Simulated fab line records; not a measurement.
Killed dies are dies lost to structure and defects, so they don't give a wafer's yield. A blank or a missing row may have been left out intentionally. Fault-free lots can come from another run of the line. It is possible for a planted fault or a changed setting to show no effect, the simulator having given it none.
fab line records    flow rit-cmos    part 1 of 2: steps 1 to 30 of 31
record lots=5  wafers=23
route steps=202 shown NWELL@36 NRETRO@54 PRETRO@72 GATE@81 PLDD@115 NSD@139 PSD@150 SDANNEAL@155 SILICIDE@162 M1@190
start-h: the number of hours between the record's first day and the start of the first shown wafer of the lot    wait-h: time in hours since the lot's previous step    " repeats the value in the row above    L1.1+2: a row that stands for several wafers    - no value present, or no start provided    * or withheld: withheld    < > ~ a bound
route shown NAME@n: a module of which the file shows steps, and the number in the route of the first    usual: mean/standard deviation of fault-free wafers    same: alike in all rows    chamber/n: place in a boat    sites: the reading at each site    _std_site: their standard deviation    _edge_site: the outer-site mean with the inner-site mean subtracted    radius-mm: for every site, how far away it sits from the centre of the wafer    mask NAME#n: copy n    behind: the most recent tool/chamber to have shaped the wafer    hold: the reason the lot was held/the length of the hold in hours/how it ended    device: whichever transistor did not switch (one of n, p or np)    end of line: the same wafers' tests at the end of the route    for a step that has no rows: nothing shown but its recipe    killed: at the first sort, the dies lost to defects and structure; wafer yield is something else    map: a wafer's dies, x killed, . not, _ none there
set.NAME: the setting that was run; set.NAME@STEP: the one run at that earlier step    model.NAME: the simulator's own value behind a step, which no gauge read
lots with deliberately changed settings; one table per step, one row per wafer
## steps
# step RIT_NWELL_IMPLANT_08
# recipe species=P  energy-kev=170  dose-cm2=5e+13  tilt-deg=7
lot.wafer       tool          chamber  start-h  wait-h  set.energy-kev  model.implant.rp-nm  model.implant.drp-nm
L076.1+4        implanter-03  0        33.87    0.2     178.8           223.7                71.48
L076.2+3+6      "             0        "        "       170             212.4                68.82
L077.1+3+4+5+6  implanter-02  0        37.61    0.2     170             209                  68.82
L079.2+4+5      implanter-04  0        50.84    0.2     174             217.1                70.04
L079.3+6        "             0        "        "       170             211.9                68.82
L081.2+4+6      implanter-02  0        58.22    0.2     170             212.4                68.82
L081.3+5        "             0        "        "       179.1           224.1                71.57
L084.1+3+5      implanter-03  0        71.96    0.2     170             213                  68.82
# step RIT_NRETRO_COAT_01
# recipe resist=NOVOLAK  spin-rpm=2000  resist-thk-nm=1300
lot.wafer  tool            chamber  start-h  wait-h  set.resist-thk-nm  model.NOVOLAK_of_NRETRO_COAT_01.thk-nm
L076.1     litho-track-02  0        41.28    0.1     1300               1301
L076.2     "               0        "        "       1368               1365
L076.3     "               0        "        "       1368               1371
L076.4     "               0        "        "       1368               1369
L076.6     "               0        "        "       1300               1300
L077.1+4   litho-track-02  0        47.58    0.1     1300               1298
L077.3     "               0        "        "       1300               1295
L077.5     "               0        "        "       1300               1299
L077.6     "               0        "        "       1300               1300
L079.2+3   litho-track-01  0        58.32    0.1     1373               1377
L079.4     "               0        "        "       1373               1380
L079.5     "               0        "        "       1300               1305
L079.6     "               0        "        "       1300               1306
L081.2     litho-track-01  0        65.96    0.1     1300               1302
L081.3     "               0        "        "       1345               1346
L081.4     "               0        "        "       1345               1344
L081.5     "               0        "        "       1345               1347
L081.6     "               0        "        "       1300               1299
L084.1     litho-track-02  0        80.38    0.1     1300               1295
L084.3     "               0        "        "       1300               1296
L084.5     "               0        "        "       1300               1292
# step RIT_NRETRO_SOFTBAKE_02
# recipe resist=NOVOLAK  temp-c=90  time-s=60
# step RIT_NRETRO_EXPOSE_03
# recipe mask-id=M4  na=0.57  target-cd-nm=43900  dose-mj=250
# step RIT_NRETRO_DEVELOP_05
# recipe resist=NOVOLAK  develop-time-s=68  dev-temp-c=23
# step RIT_NRETRO_HARDBAKE_07
# recipe resist=NOVOLAK  temp-c=140  time-s=120
lot.wafer  tool            chamber  start-h  wait-h  set.resist-thk-nm@NRETRO_COAT_01  model.NOVOLAK_of_NRETRO_COAT_01.thk-nm
L076.1     litho-track-01  0        42.18    0.0     1300                              1138
L076.2     "               0        "        "       1368                              1193
L076.3     "               0        "        "       1368                              1198
L076.4     "               0        "        "       1368                              1196
L076.6     "               0        "        "       1300                              1137
L077.1+4   litho-track-03  0        48.34    0.0     1300                              1135
L077.3     "               0        "        "       1300                              1132
L077.5     "               0        "        "       1300                              1136
L077.6     "               0        "        "       1300                              1137
L079.2+3   litho-track-03  0        59.11    0.1     1373                              1203
L079.4     "               0        "        "       1373                              1206
L079.5     "               0        "        "       1300                              1141
L079.6     "               0        "        "       1300                              1142
L081.2     litho-track-03  0        66.86    0.1     1300                              1139
L081.3+5   "               0        "        "       1345                              1177
L081.4     "               0        "        "       1345                              1175
L081.6     "               0        "        "       1300                              1136
L084.1     litho-track-03  0        81.14    0.0     1300                              1132
L084.3     "               0        "        "       1300                              1133
L084.5     "               0        "        "       1300                              1130
# step RIT_NRETRO_IMPLANT_08
# recipe species=P  energy-kev=70  dose-cm2=1e+13  tilt-deg=7
lot.wafer       tool          chamber  start-h  wait-h  set.energy-kev  model.implant.rp-nm  model.implant.drp-nm
L076.1+2+3+4+6  implanter-02  0        42.43    0.2     70              84.76                33.94
L077.1+4+5      implanter-01  0        48.59    0.2     70              85.47                33.94
L077.3+6        "             0        "        "       73.34           89.66                35.29
L079.2+6        implanter-04  0        59.34    0.2     70              86.43                33.94
L079.3+4+5      "             0        "        "       68.44           84.46                33.29
L081.2+4        implanter-01  0        67.10    0.2     67.54           80.97                32.92
L081.3+5+6      "             0        "        "       70              84.01                33.94
L084.1+3+5      implanter-04  0        81.39    0.2     70              85.41                33.94
# step RIT_PRETRO_IMPLANT_08
# recipe species=B  energy-kev=45  dose-cm2=1.2e+13  tilt-deg=7
lot.wafer       tool          chamber  start-h  wait-h  set.energy-kev  model.implant.rp-nm  model.implant.drp-nm
L076.1+3+4      implanter-03  0        44.10    0.2     45              143.2                55.07
L076.2+6        "             0        "        "       47.65           151.1                56.96
L077.1+5+6      implanter-03  0        50.42    0.2     45              142.9                55.07
L077.3+4        "             0        "        "       43.91           139.6                54.27
L079.2+3+4+5+6  implanter-04  0        60.93    0.2     45              139.1                55.07
L081.2+4+6      implanter-01  0        68.82    0.2     47.37           151.5                56.76
L081.3+5        "             0        "        "       45              144.3                55.07
L084.1+3+5      implanter-04  0        83.02    0.2     45              142.4                55.07
# step RIT_GATE_OXIDATION_05
# recipe temp-c=900  ambient=O2  target-thk-a=30  ox-time-s=270
lot.wafer  tool        chamber  start-h  wait-h  set.temp-c  model.SiO2_of_GATE_OXIDATION_05.thk-nm
L076.1     -           -        -        0.6     900         3.029
L076.2     "           -        "        "       900         3.044
L076.3     "           -        "        "       900         3.102
L076.4     "           -        "        "       900         3.083
L076.6     "           -        "        "       900         3.021
L077.1     -           -        -        0.1     923.1       3.876
L077.3     "           -        "        "       923.1       3.898
L077.4     "           -        "        "       923.1       3.867
L077.5     "           -        "        "       923.1       3.856
L077.6     "           -        "        "       923.1       3.924
L079.2     -           -        -        1.8     877.2       2.237
L079.3     "           -        "        "       877.2       2.198
L079.4     "           -        "        "       877.2       2.21
L079.5     "           -        "        "       877.2       2.183
L079.6     "           -        "        "       877.2       2.214
L081.2     -           -        -        0.3     888.9       2.6
L081.3     "           -        "        "       888.9       2.62
L081.4     "           -        "        "       888.9       2.615
L081.5     "           -        "        "       888.9       2.597
L081.6     "           -        "        "       888.9       2.652
L084.1     furnace-03  0        83.90    0.1     900         3.079
L084.3     "           0        "        "       900         3.031
L084.5     "           0        "        "       900         3.077
# step RIT_GATE_ANNEAL_06
# recipe temp-c=900  time-s=600  ambient=N2O
# step RIT_GATE_THK_MEAS_07
# recipe reads=SiO2_of_GATE_OXIDATION_05
# usual GATE_OXIDE_THK=3.04/0.056
lot.wafer  tool           chamber  start-h  wait-h  set.temp-c@GATE_OXIDATION_05  GATE_OXIDE_THK[nm]
L076.1     film-metro-03  -        48.75    0.0     900                           3.01
L076.2     "              -        "        "       900                           3.07
L076.3     "              -        "        "       900                           3.11
L076.4     "              -        "        "       900                           3.10
L076.6     "              -        "        "       900                           3.03
L077.1     film-metro-03  -        52.67    0.0     923.1                         3.86
L077.3     "              -        "        "       923.1                         3.91
L077.4     "              -        "        "       923.1                         3.88
L077.5     "              -        "        "       923.1                         3.89
L077.6     "              -        "        "       923.1                         3.91
L079.2     film-metro-01  -        64.85    0.0     877.2                         2.29
L079.3     "              -        "        "       877.2                         2.20
L079.4     "              -        "        "       877.2                         2.21
L079.5     "              -        "        "       877.2                         2.17
L079.6     "              -        "        "       877.2                         2.20
L081.2     film-metro-03  -        73.20    0.0     888.9                         2.58
L081.3     "              -        "        "       888.9                         2.61
L081.4     "              -        "        "       888.9                         2.65
L081.5     "              -        "        "       888.9                         2.66
L081.6     "              -        "        "       888.9                         2.67
L084.1     film-metro-01  -        85.32    0.0     900                           3.09
L084.3     "              -        "        "       900                           3.05
L084.5     "              -        "        "       900                           3.04
# step RIT_PLDD_COAT_01
# recipe resist=NOVOLAK  spin-rpm=3250  resist-thk-nm=1000
lot.wafer  tool            chamber  start-h  wait-h  set.spin-rpm  model.NOVOLAK_of_PLDD_COAT_01.thk-nm
L076.1+2   litho-track-02  0        56.90    0.1     3250          1002
L076.3     "               0        "        "       3366          987.3
L076.4     "               0        "        "       3366          982.9
L076.6     "               0        "        "       3250          1006
L077.1     litho-track-02  0        62.09    0.1     3250          998.6
L077.3     "               0        "        "       3250          999.3
L077.4     "               0        "        "       3250          1001
L077.5     "               0        "        "       3453          969.3
L077.6     "               0        "        "       3453          966.6
L079.2     litho-track-01  0        73.87    0.1     3250          998.9
L079.3     "               0        "        "       3250          1001
L079.4     "               0        "        "       3331          985.9
L079.5     "               0        "        "       3331          988.1
L079.6     "               0        "        "       3331          990.4
L081.2     litho-track-02  0        81.77    0.1     3250          1001
L081.3     "               0        "        "       3250          997.5
L081.4     "               0        "        "       3490          965.8
L081.5     "               0        "        "       3490          967.1
L081.6     "               0        "        "       3250          1003
L084.1     litho-track-02  0        94.20    0.1     3250          996.5
L084.3     "               0        "        "       3250          1002
L084.5     "               0        "        "       3250          999.1
# step RIT_PLDD_SOFTBAKE_02
# recipe resist=NOVOLAK  temp-c=90  time-s=60
# step RIT_PLDD_EXPOSE_03
# recipe mask-id=M8  na=0.57  target-cd-nm=40900  dose-mj=250
# step RIT_PLDD_DEVELOP_05
# recipe resist=NOVOLAK  develop-time-s=50  dev-temp-c=23
# step RIT_PLDD_HARDBAKE_07
# recipe resist=NOVOLAK  temp-c=140  time-s=60
lot.wafer  tool            chamber  start-h  wait-h  set.spin-rpm@PLDD_COAT_01  model.NOVOLAK_of_PLDD_COAT_01.thk-nm
L076.1     litho-track-03  0        57.77    0.0     3250                       885.5
L076.2     "               0        "        "       3250                       885.6
L076.3     "               0        "        "       3366                       872.6
L076.4     "               0        "        "       3366                       868.8
L076.6     "               0        "        "       3250                       888.6
L077.1     litho-track-01  0        62.95    0.0     3250                       882.5
L077.3     "               0        "        "       3250                       883.1
L077.4     "               0        "        "       3250                       884.4
L077.5     "               0        "        "       3453                       856.9
L077.6     "               0        "        "       3453                       854.5
L079.2     litho-track-01  0        74.73    0.0     3250                       882.9
L079.3     "               0        "        "       3250                       884.5
L079.4     "               0        "        "       3331                       871.5
L079.5     "               0        "        "       3331                       873.3
L079.6     "               0        "        "       3331                       875.3
L081.2     litho-track-01  0        82.63    0.0     3250                       884.8
L081.3     "               0        "        "       3250                       881.6
L081.4     "               0        "        "       3490                       853.8
L081.5     "               0        "        "       3490                       855
L081.6     "               0        "        "       3250                       886.3
L084.1     litho-track-01  0        94.94    0.0     3250                       880.7
L084.3     "               0        "        "       3250                       885.4
L084.5     "               0        "        "       3250                       883
# step RIT_NSD_IMPLANT_08
# recipe species=P  energy-kev=25  dose-cm2=1e+15  tilt-deg=7
lot.wafer   tool          chamber  start-h  wait-h  set.dose-cm2
L076.1+3+6  implanter-02  0        61.97    0.1     1e+15
L076.2+4    "             0        "        "       1.025e+15
L077.1+5+6  implanter-04  0        67.05    0.1     9.552e+14
L077.3+4    "             0        "        "       1e+15
L079.2+3+5  implanter-04  0        78.81    0.1     1e+15
L079.4+6    "             0        "        "       1.069e+15
L081.2+3    implanter-02  0        86.99    0.1     9.486e+14
L081.4+5+6  "             0        "        "       1e+15
L084.1+3+5  implanter-01  0        99.17    0.1     1e+15
# step RIT_PSD_IMPLANT_08
# recipe species=BF2  energy-kev=27  dose-cm2=5e+15  tilt-deg=7
lot.wafer       tool          chamber  start-h  wait-h  set.energy-kev  model.implant.rp-nm  model.implant.drp-nm
L076.1+6        implanter-04  0        63.53    0.1     25.49           21.61                11.57
L076.2+3+4      "             0        "        "       27              22.63                12.05
L077.1+3+4+5+6  implanter-04  0        68.47    0.1     27              21.44                12.05
L079.2+5+6      implanter-01  0        80.23    0.1     28.31           23.51                12.45
L079.3+4        "             0        "        "       27              22.64                12.05
L081.2+3+4+5+6  implanter-04  0        88.60    0.1     27              22.32                12.05
L084.1+3+5      implanter-03  0        100.72   0.1     27              21.18                12.05
# step RIT_PSD_STRIP_09
# recipe chemistry=O2  time-s=180  resist=NOVOLAK  platen-temp-c=withheld  power-w=500  pressure-mtorr=4000  o2-flow-sccm=4000
# step RIT_SDANNEAL_CLEAN_02
# recipe chemistry=SC2  mix=3:3:50  time-s=600  temp-c=75  dry=n2-spin
# step RIT_SDANNEAL_RTA_03
# recipe temp-c=1050  time-s=5  idle-temp-c=600  ramp-up-c-per-s=342  ramp-down-c-per-s=171  cool-to-c=600  ambient=N2
# step RIT_SDANNEAL_RS_MEAS_04
# recipe thk-meas-gauge=four-point-probe
# usual PSD_RS=115.6/0.33
lot.wafer  tool           chamber  start-h  wait-h  set.energy-kev@PSD_IMPLANT_08  PSD_RS[ohm/sq]
L076.1     film-metro-04  -        64.34    0.0     25.49                          118.5
L076.2     "              -        "        "       27                             115.4
L076.3     "              -        "        "       27                             115.7
L076.4     "              -        "        "       27                             115.4
L076.6     "              -        "        "       25.49                          118.7
L077.1     film-metro-04  -        69.31    0.0     27                             116.1
L077.3     "              -        "        "       27                             116.1
L077.4     "              -        "        "       27                             116.0
L077.5     "              -        "        "       27                             116.4
L077.6     "              -        "        "       27                             116.0
L079.2     film-metro-02  -        81.04    0.1     28.31                          112.7
L079.3     "              -        "        "       27                             115.5
L079.4     "              -        "        "       27                             115.5
L079.5     "              -        "        "       28.31                          112.6
L079.6     "              -        "        "       28.31                          112.9
L081.2     film-metro-02  -        89.40    0.1     27                             115.6
L081.3     "              -        "        "       27                             115.9
L081.4     "              -        "        "       27                             115.9
L081.5     "              -        "        "       27                             115.5
L081.6     "              -        "        "       27                             115.7
L084.1     film-metro-01  -        101.58   0.0     27                             115.9
L084.3     "              -        "        "       27                             115.9
L084.5     "              -        "        "       27                             116.0
# step RIT_SDANNEAL_RS_MEAS_05
# recipe thk-meas-gauge=four-point-probe
# usual NSD_RS=84.36/0.21
lot.wafer  tool           chamber  start-h  wait-h  set.dose-cm2@NSD_IMPLANT_08  NSD_RS[ohm/sq]
L076.1     film-metro-04  -        64.46    0.1     1e+15                        84.68
L076.2     "              -        "        "       1.025e+15                    82.78
L076.3     "              -        "        "       1e+15                        84.38
L076.4     "              -        "        "       1.025e+15                    82.94
L076.6     "              -        "        "       1e+15                        84.44
L077.1     film-metro-04  -        69.43    0.1     9.552e+14                    87.39
L077.3     "              -        "        "       1e+15                        84.39
L077.4     "              -        "        "       1e+15                        84.51
L077.5     "              -        "        "       9.552e+14                    87.40
L077.6     "              -        "        "       9.552e+14                    87.89
L079.2     film-metro-02  -        81.16    0.1     1e+15                        84.42
L079.3     "              -        "        "       1e+15                        84.49
L079.4     "              -        "        "       1.069e+15                    79.71
L079.5     "              -        "        "       1e+15                        84.14
L079.6     "              -        "        "       1.069e+15                    80.00
L081.2     film-metro-02  -        89.52    0.1     9.486e+14                    87.88
L081.3     "              -        "        "       9.486e+14                    88.04
L081.4     "              -        "        "       1e+15                        84.15
L081.5     "              -        "        "       1e+15                        84.21
L081.6     "              -        "        "       1e+15                        84.28
L084.1     film-metro-01  -        101.70   0.1     1e+15                        84.35
L084.3     "              -        "        "       1e+15                        84.71
L084.5     "              -        "        "       1e+15                        84.36
# step RIT_SILICIDE_SPUTTER_01
# recipe material=Ti  target-thk-nm=30  power-w=350  chamber-pressure-pa=0.667  gas=Ar  time-s=240  substrate-temp-c=25
lot.wafer  tool            chamber  start-h  wait-h  set.power-w  model.Ti_of_SILICIDE_SPUTTER_01.thk-nm
L076.1     pvd-sputter-02  -        64.83    0.0     323.7        27.49
L076.2     "               -        "        "       323.7        27.84
L076.3     "               -        "        "       350          30.42
L076.4     "               -        "        "       350          30.73
L076.6     "               -        "        "       350          29.77
L077.1     pvd-sputter-01  -        69.80    0.0     350          29.69
L077.3     "               -        "        "       366.9        30.67
L077.4     "               -        "        "       350          29.92
L077.5     "               -        "        "       350          30.06
L077.6     "               -        "        "       366.9        31.31
L079.2     pvd-sputter-01  -        81.51    0.0     350          30.05
L079.3     "               -        "        "       328.8        28.26
L079.4     "               -        "        "       328.8        27.9
L079.5     "               -        "        "       350          30.35
L079.6     "               -        "        "       328.8        27.74
L081.2     pvd-sputter-02  -        89.87    0.0     350          29.04
L081.3     "               -        "        "       350          30.07
L081.4     "               -        "        "       350          29.81
L081.5     "               -        "        "       350          30.06
L081.6     "               -        "        "       350          29.69
L084.1     pvd-sputter-04  -        102.07   0.0     350          29.57
L084.3     "               -        "        "       350          29.97
L084.5     "               -        "        "       350          29.66
# step RIT_SILICIDE_RS_MEAS_02
# recipe thk-meas-gauge=four-point-probe  reads=Ti_of_SILICIDE_SPUTTER_01
# usual SILICIDE_TI_RS=48.2/0.92
lot.wafer  tool           chamber  start-h  wait-h  set.power-w@SILICIDE_SPUTTER_01  SILICIDE_TI_RS[ohm/sq]
L076.1     film-metro-03  -        64.98    0.1     323.7                            53.4
L076.2     "              -        "        "       323.7                            52.7
L076.3     "              -        "        "       350                              47.1
L076.4     "              -        "        "       350                              46.5
L076.6     "              -        "        "       350                              48.4
L077.1     film-metro-03  -        69.95    0.1     350                              48.6
L077.3     "              -        "        "       366.9                            46.7
L077.4     "              -        "        "       350                              48.0
L077.5     "              -        "        "       350                              47.8
L077.6     "              -        "        "       366.9                            45.4
L079.2     film-metro-04  -        81.68    0.1     350                              47.7
L079.3     "              -        "        "       328.8                            51.6
L079.4     "              -        "        "       328.8                            52.3
L079.5     "              -        "        "       350                              47.1
L079.6     "              -        "        "       328.8                            52.7
L081.2     film-metro-03  -        90.04    0.1     350                              49.8
L081.3     "              -        "        "       350                              47.8
L081.4     "              -        "        "       350                              48.2
L081.5     "              -        "        "       350                              47.7
L081.6     "              -        "        "       350                              48.5
L084.1     film-metro-04  -        102.22   0.1     350                              48.7
L084.3     "              -        "        "       350                              47.8
L084.5     "              -        "        "       350                              48.4
# step RIT_SILICIDE_THK_MEAS_03
# recipe thk-meas-gauge=xrf  reads=Ti_of_SILICIDE_SPUTTER_01
# usual SILICIDE_TI_THK=29.5/0.45
lot.wafer  tool           chamber  start-h  wait-h  set.power-w@SILICIDE_SPUTTER_01  SILICIDE_TI_THK[nm]
L076.1     film-metro-03  -        65.10    0.1     323.7                            27.4
L076.2     "              -        "        "       323.7                            27.7
L076.3     "              -        "        "       350                              30.2
L076.4     "              -        "        "       350                              30.6
L076.6     "              -        "        "       350                              29.6
L077.1     film-metro-03  -        70.07    0.1     350                              29.5
L077.3     "              -        "        "       366.9                            30.5
L077.4     "              -        "        "       350                              29.8
L077.5     "              -        "        "       350                              30.1
L077.6     "              -        "        "       366.9                            31.1
L079.2     film-metro-04  -        81.79    0.1     350                              29.5
L079.3     "              -        "        "       328.8                            27.8
L079.4     "              -        "        "       328.8                            27.4
L079.5     "              -        "        "       350                              29.8
L079.6     "              -        "        "       328.8                            27.2
L081.2     film-metro-03  -        90.15    0.1     350                              28.8
L081.3     "              -        "        "       350                              29.9
L081.4     "              -        "        "       350                              29.6
L081.5     "              -        "        "       350                              29.9
L081.6     "              -        "        "       350                              29.6
L084.1     film-metro-04  -        102.34   0.1     350                              29.3
L084.3     "              -        "        "       350                              29.8
L084.5     "              -        "        "       350                              29.4
# step RIT_M1_EXPOSE_06
# recipe mask-id=M12  na=0.6  source-shape=conventional  sigma-outer=0.5  target-cd-nm=2600  dose-mj=250
lot.wafer       tool              chamber  start-h  wait-h  mask   set.dose-mj
L076.1+2+6      iline-stepper-02  0        68.77    0.1     M12#0  250
L076.3+4        "                 0        "        "       M12#0  236.8
L077.1+3+6      iline-stepper-01  0        73.70    0.2     M12#0  266.7
L077.4+5        "                 0        "        "       M12#0  250
L079.2+3+4+5+6  iline-stepper-02  0        85.27    0.1     M12#0  250
L081.2+5        iline-stepper-01  0        93.97    0.2     M12#0  260.5
L081.3+4+6      "                 0        "        "       M12#0  250
L084.1+3+5      iline-stepper-02  0        105.99   0.2     M12#0  250
# step RIT_M1_PEB_07
# recipe resist=NOVOLAK  temp-c=withheld  time-s=withheld
# step RIT_M1_DEVELOP_08
# recipe resist=NOVOLAK  develop-time-s=68  dev-temp-c=23
# step RIT_M1_CD_MEAS_09
# recipe target-cd-nm=2600
# usual cd-nm=2600.0/2.4
lot.wafer  tool       chamber  start-h  wait-h  set.dose-mj@M1_EXPOSE_06  cd-nm
L076.1     cd-sem-01  -        69.20    -       250                       2597.6
L076.2     "          -        "        "       250                       2599.2
L076.3     "          -        "        "       236.8                     2611.5
L076.4     "          -        "        "       236.8                     2609.8
L076.6     "          -        "        "       250                       2596.0
L077.1     cd-sem-01  -        74.13    -       266.7                     2579.0
L077.3     "          -        "        "       266.7                     2580.4
L077.4     "          -        "        "       250                       2597.5
L077.5     "          -        "        "       250                       2599.9
L077.6     "          -        "        "       266.7                     2581.4
L079.2     cd-sem-01  -        85.70    -       250                       2600.8
L079.3     "          -        "        "       250                       2602.1
L079.4     "          -        "        "       250                       2601.7
L079.5     "          -        "        "       250                       2601.0
L079.6     "          -        "        "       250                       2600.2
L081.2     cd-sem-01  -        94.40    -       260.5                     2588.2
L081.3     "          -        "        "       250                       2599.1
L081.4     "          -        "        "       250                       2600.2
L081.5     "          -        "        "       260.5                     2589.8
L081.6     "          -        "        "       250                       2598.6
L084.1     cd-sem-01  -        106.42   -       250                       2598.4
L084.3     "          -        "        "       250                       2599.9
L084.5     "          -        "        "       250                       2597.0
## key
split step=RIT_NWELL_IMPLANT_08  setting=energy-kev  stated=170  by=wafer
response step=RIT_NWELL_IMPLANT_08  reading=model.implant.rp-nm  change=+2.18  per=1%  r=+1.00
response step=RIT_NWELL_IMPLANT_08  reading=model.implant.drp-nm  change=+0.513  per=1%  r=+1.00
split step=RIT_NRETRO_COAT_01  setting=resist-thk-nm  stated=1300  by=wafer
response step=RIT_NRETRO_COAT_01  reading=model.NOVOLAK_of_NRETRO_COAT_01.thk-nm  change=+12.9  per=1%  r=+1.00
response step=RIT_NRETRO_HARDBAKE_07  reading=model.NOVOLAK_of_NRETRO_COAT_01.thk-nm  change=+11.1  per=1%  r=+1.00
split step=RIT_NRETRO_IMPLANT_08  setting=energy-kev  stated=70  by=wafer
response step=RIT_NRETRO_IMPLANT_08  reading=model.implant.rp-nm  change=+0.875  per=1%  r=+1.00
response step=RIT_NRETRO_IMPLANT_08  reading=model.implant.drp-nm  change=+0.286  per=1%  r=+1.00
split step=RIT_PRETRO_IMPLANT_08  setting=energy-kev  stated=45  by=wafer
response step=RIT_PRETRO_IMPLANT_08  reading=model.implant.rp-nm  change=+1.35  per=1%  r=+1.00
response step=RIT_PRETRO_IMPLANT_08  reading=model.implant.drp-nm  change=+0.321  per=1%  r=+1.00
split step=RIT_GATE_OXIDATION_05  setting=temp-c  stated=900  by=lot
response step=RIT_GATE_OXIDATION_05  reading=model.SiO2_of_GATE_OXIDATION_05.thk-nm  change=+0.33  per=1%  r=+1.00
response step=RIT_GATE_THK_MEAS_07  reading=GATE_OXIDE_THK  change=+0.33  per=1%  r=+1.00
response step=RIT_M1_PROBE_99  reading=model.etest.pmos_0p3.r-on-ohm-um  change=+576  per=1%  r=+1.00
response step=RIT_M1_PROBE_99  reading=model.etest.pmos-turned.r-on-ohm-um  change=+196  per=1%  r=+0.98
response step=RIT_M1_PROBE_99  reading=model.etest.nmos_0p3.r-on-ohm-um  change=+178  per=1%  r=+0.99
response step=RIT_M1_PROBE_99  reading=model.etest.pmos_0p15.r-on-ohm-um  change=+154  per=1%  r=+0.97
response step=RIT_M1_PROBE_99  reading=model.etest.nmos_0p15.drive-ua-um  change=-37.4  per=1%  r=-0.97
response step=RIT_M1_PROBE_99  reading=model.etest.nmos-narrow.drive-ua-um  change=-30.6  per=1%  r=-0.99
split step=RIT_PLDD_COAT_01  setting=spin-rpm  stated=3250  by=wafer
response step=RIT_PLDD_COAT_01  reading=model.NOVOLAK_of_PLDD_COAT_01.thk-nm  change=-4.82  per=1%  r=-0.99
response step=RIT_PLDD_HARDBAKE_07  reading=model.NOVOLAK_of_PLDD_COAT_01.thk-nm  change=-4.22  per=1%  r=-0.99
split step=RIT_NSD_IMPLANT_08  setting=dose-cm2  stated=1e+15  by=wafer
response step=RIT_SDANNEAL_RS_MEAS_05  reading=NSD_RS  change=-0.681  per=1%  r=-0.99
split step=RIT_PSD_IMPLANT_08  setting=energy-kev  stated=27  by=wafer
response step=RIT_PSD_IMPLANT_08  reading=model.implant.rp-nm  change=+0.182  per=1%  r=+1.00
response step=RIT_PSD_IMPLANT_08  reading=model.implant.drp-nm  change=+0.085  per=1%  r=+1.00
response step=RIT_SDANNEAL_RS_MEAS_04  reading=PSD_RS  change=-0.559  per=1%  r=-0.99
split step=RIT_SILICIDE_SPUTTER_01  setting=power-w  stated=350  by=wafer
response step=RIT_SILICIDE_SPUTTER_01  reading=model.Ti_of_SILICIDE_SPUTTER_01.thk-nm  change=+0.332  per=1%  r=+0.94
response step=RIT_SILICIDE_RS_MEAS_02  reading=SILICIDE_TI_RS  change=-0.702  per=1%  r=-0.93
response step=RIT_SILICIDE_THK_MEAS_03  reading=SILICIDE_TI_THK  change=+0.319  per=1%  r=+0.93
split step=RIT_M1_EXPOSE_06  setting=dose-mj  stated=250  by=wafer
response step=RIT_M1_CD_MEAS_09  reading=cd-nm  change=-2.61  per=1%  r=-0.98
